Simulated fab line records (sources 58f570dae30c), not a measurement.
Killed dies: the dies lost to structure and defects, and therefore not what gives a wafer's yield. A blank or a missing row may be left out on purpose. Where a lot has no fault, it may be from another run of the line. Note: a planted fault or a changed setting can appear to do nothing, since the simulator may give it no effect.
8D (eight disciplines) problem report, filled in by code | flow berkeley-cmos170 | the parts of the form that need people (team, actions taken, sign-off) are left out

## 1. PROBLEM STATEMENT
Across 6 wafers from 2 lots, SPACER_TEOS_THK at UCB170_SPACER_THK_MEAS_01 averages 223 nm, while fault-free wafers read 376 nm with a standard deviation of 4.4. Relative to the usual mean, that is a shift of -35 standard deviations.
Seen first at day 10 04:29 on film-metro-03, wafer L226.1. The record holds 42 wafers of 14 lots with a number at this step. The rule behind "out" and "out of limits": a value lying over 4 standard deviations away from the usual mean. Any other wafer with a number is counted as sound.

## 2. WHAT IT IS, WHAT IT ISN'T
question                    | is                     | is not
which readings at this step | SPACER_TEOS_THK        | -
which lots                  | L226, L229             | L211, L212, L214, L215, L216, L218, L219, L220, L222, L224, L225, L228
which wafers of those lots  | all that have a number | -
read on which gauges        | film-metro-03          | film-metro-02, film-metro-04
when                        | from day 10 04:29      | up to then (33 sound wafers); but 3 sound wafers of L228 came after

## 3. WHAT RULES OUT EACH SUSPECT
Counting: any tool at a process step up to the reading is kept as a suspect provided that every lot that is out went through it and no sound lot did after the first of them.
- ruled out: the gauge at UCB170_SPACER_THK_MEAS_01. All the wafers that are out were read on film-metro-03, but those of them that UCB170_SPACER_ETCHBACK_03 has rows for are out there too, on other tools.
- pecvd-01 at UCB170_SPACER_CVD_00 (deposits SiO2 from TEOS/O2, target thk 376 nm, time 47 s): kept. All lots that are out passed through it, beginning with L226 at day 10 04:27, and no sound lot followed; its final sound lot before that point was L224 at day 9 10:52.
After counting, what remains is pecvd-01 at UCB170_SPACER_CVD_00.

## 4. THE CAUSE (what the simulator had put in)
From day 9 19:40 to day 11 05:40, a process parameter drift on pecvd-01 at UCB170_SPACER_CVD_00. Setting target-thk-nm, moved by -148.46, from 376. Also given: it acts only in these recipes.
The count eliminated every tool but this one.

## 5. SEQUENCE OF EFFECTS, ordered by route
Each row: a reading where the mean over the struck wafers with a number is more than 3 standard deviations away from the usual. Only readings for which the record gives a usual standard deviation are gone through. hours: the time from each lot's start at the first step in this table that gives one to its start at this step, as a median over the lots. sigmas: the change in usual standard deviations.
hours | step                      | reading         | usual      | on struck wafers | change | sigmas
0     | UCB170_SPACER_THK_MEAS_01 | SPACER_TEOS_THK | 376 nm     | 223              | -153   | -35
6     | UCB170_SPACER_ETCHBACK_03 | oes-product-au  | 0.896 a.u. | 0.621            | -0.275 | -18
Here are the process steps it includes:
- UCB170_SPACER_ETCHBACK_03: etches SiO2 in CHF3/CF4/Ar, stops on Si, target depth 376 nm, time 100 s.

## 6. HOW IT WOULD HAVE BEEN CAUGHT EARLIER
In this record the first reading out of limits at a measuring or inspecting step was taken at day 10 04:29, 9 hours after the fault began at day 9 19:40.
Of the tool readings at UCB170_SPACER_CVD_00 for which the record gives a usual standard deviation, none was out on any struck wafer, so an alarm limit of 4 standard deviations on them would not have fired.
Lots out: 2; of these, L229 started UCB170_SPACER_CVD_00 on pecvd-01 after day 10 04:29. A hold on the tool at that time would have spared it.
